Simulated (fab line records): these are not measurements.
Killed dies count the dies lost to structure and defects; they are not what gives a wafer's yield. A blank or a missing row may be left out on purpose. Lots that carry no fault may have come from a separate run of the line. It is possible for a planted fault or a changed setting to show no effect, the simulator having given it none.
Code-filled problem report in 8D (eight disciplines) form | flow berkeley-cmos170 | the parts of the form that need people (team, actions taken, sign-off) are left out

## 1. THE PROBLEM
Wafers without a fault read 89.30 s, standard deviation 0.17; run-length-s at UCB170_PSD_SOFTBAKE_02 reads a mean of 106.09 s on 6 wafers belonging to 2 lots. That puts it +99 standard deviations away from the usual mean.
The step: time 60 s.
The first sign was on wafer L754.1 at day 11 05:53, on litho-track-04. At this step, 42 wafers from 14 lots have a number in the record. The rule behind "out" and "out of limits": a value lying over 4 standard deviations away from the usual mean. The other wafers with a number count as sound.

## 2. WHAT IT IS; WHAT IT IS NOT
question                    | is                     | is not
which readings at this step | run-length-s           | heater-power-total-W
which lots                  | L754, L758             | L744, L746, L747, L748, L749, L750, L752, L753, L755, L763, L764, L766
which wafers of those lots  | all that have a number | -
read on which tools         | litho-track-04         | litho-track-01, litho-track-03
when                        | from day 11 05:53      | up to then (27 sound wafers); but 9 sound wafers of L763, L764, L766 came after

## 3. THE SUSPECTS, EACH WITH WHAT RULES IT OUT
Counting: any tool at a process step up to the reading is kept as a suspect provided that every lot that is out went through it and no sound lot did after the first of them.
- litho-track-04 at UCB170_PSD_SOFTBAKE_02 (time 60 s): kept. Every lot that is out went through it, starting with L754 (day 11 05:53), and after that it ran no sound lot; the last sound lot it ran before then is L753 (day 11 05:26). Its own readings are out on those wafers: run-length-s.
The count leaves litho-track-04 at UCB170_PSD_SOFTBAKE_02.

## 4. THE CAUSE (what the simulator had put in)
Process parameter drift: litho-track-04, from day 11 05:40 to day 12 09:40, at UCB170_PSD_SOFTBAKE_02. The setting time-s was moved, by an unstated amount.
This tool alone remained once counting was done.

## 5. SEQUENCE OF EFFECTS, ordered by route
One row per reading whose mean, taken over the struck wafers that have a number, lies over 3 standard deviations from the usual. Scope: only readings with a usual standard deviation given in the record; hours: median across lots of the time from each lot's start at the first step in this table that gives one to its start at this step; sigmas: change in usual standard deviations.
hours | step                   | reading      | usual   | on struck wafers | change | sigmas
0     | UCB170_PSD_SOFTBAKE_02 | run-length-s | 89.30 s | 106.09           | +16.80 | +99
It contains these process steps:
- UCB170_PSD_SOFTBAKE_02: time 60 s.

## 6. WHAT WOULD HAVE CAUGHT IT SOONER
The fault began at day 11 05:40; the first out-of-limits reading in this record came at day 11 05:53, 0 hours later.
